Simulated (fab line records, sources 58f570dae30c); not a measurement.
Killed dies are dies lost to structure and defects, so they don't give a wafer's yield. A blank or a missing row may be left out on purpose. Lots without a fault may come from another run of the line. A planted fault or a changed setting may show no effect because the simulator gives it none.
Problem report in the 8D (eight disciplines) form, filled by code | flow berkeley_cmos170 | the parts of the form that need people (team, actions taken, sign-off) are left out

1. THE PROBLEM
chamber_pressure_pa at UCB170_M2_SPUTTER_01 reads a mean of 0.4698 Pa on 2 wafers of 2 lots; wafers without a fault read 0.5000 Pa with a standard deviation of 0.0011. That is -27 standard deviations from the usual mean.
The step: material Al, target thk 900 nm, time 120 s.
First seen on wafer L640.2, day 11 07:53, on pvd_sputter-04. The record holds 42 wafers of 14 lots with a number at this step. Rule for "out", or "out of limits": more than 4 standard deviations from the usual mean. The other wafers with a number count as sound.

2. WHAT IT IS AND WHAT IT IS NOT
question                    | is                  | is not
which readings at this step | chamber_pressure_pa | -
which lots                  | L640, L641          | L627, L628, L629, L630, L632, L634, L642, L643, L644, L646, L647, L649
which wafers of those lots  | L640.2, L641.1      | L640.4, L640.5, L641.4, L641.6
read on which tools         | pvd_sputter-04      | pvd_sputter-02, pvd_sputter-03
when                        | from day 11 07:53   | up to then (20 sound wafers); but 20 sound wafers of L641, L642, L643, L644, L646, L647, L649 came after

3. SUSPECTS, AND WHAT RULES EACH OUT
Counting: a tool at a process step up to the reading stays a suspect if it ran every lot that is out. Sound lots after the first of them don't rule it out here, since some wafers of a struck lot are sound.
- pvd_sputter-04 at UCB170_M2_SPUTTER_01 (material Al, target thk 900 nm, time 120 s): kept. It ran every lot that is out, first L640 (day 11 07:53); its last sound lot up to then is L634 (day 10 17:46). Its own readings are out on those wafers: chamber_pressure_pa.
Left after counting: pvd_sputter-04 at UCB170_M2_SPUTTER_01.

4. THE CAUSE (what the simulator had put in)
Process parameter drift: pvd_sputter-04, from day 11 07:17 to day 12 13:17, at UCB170_M2_SPUTTER_01. Setting chamber_pressure_pa, moved by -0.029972, from 0.5. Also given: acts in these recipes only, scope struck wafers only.
Counting left only this tool.

5. THE CHAIN OF EFFECTS, in route order
Each row: a reading whose mean over the struck wafers that have a number lies more than 3 standard deviations from the usual. Only readings for which the record gives a usual standard deviation are gone through. hours: the time from each lot's start at the first step in this table that gives one to its start at this step, as a median over the lots. sigmas: the change in usual standard deviations.
hours | step                 | reading              | usual     | on struck wafers | change  | sigmas
0     | UCB170_M2_SPUTTER_01 | chamber_pressure_pa  | 0.5000 Pa | 0.4698           | -0.0302 | -27
12    | UCB170_M3_PROBE_99   | defect_limited_yield | 98.7 %    | 96.0             | -2.7    | -3.0
12    | UCB170_M3_PROBE_99   | killed_dies          | 3.4       | 10.5             | +7.1    | +3.1
12    | UCB170_M3_PROBE_99   | sort_bin_5_function  | 0.8 %     | 3.4              | +2.6    | +3.3
12    | UCB170_M3_PROBE_99   | sort_n_pass          | 260.6     | 253.5            | -7.1    | -3.1
12    | UCB170_M3_PROBE_99   | sort_yield_pct       | 98.7 %    | 96.0             | -2.7    | -3.0
The process steps in it:
- UCB170_M2_SPUTTER_01: material Al, target thk 900 nm, time 120 s.
- UCB170_M3_PROBE_99

6. WHAT WOULD HAVE CAUGHT IT SOONER
In this record the first reading out of limits was taken at day 11 07:53, 1 hour after the fault began at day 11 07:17.
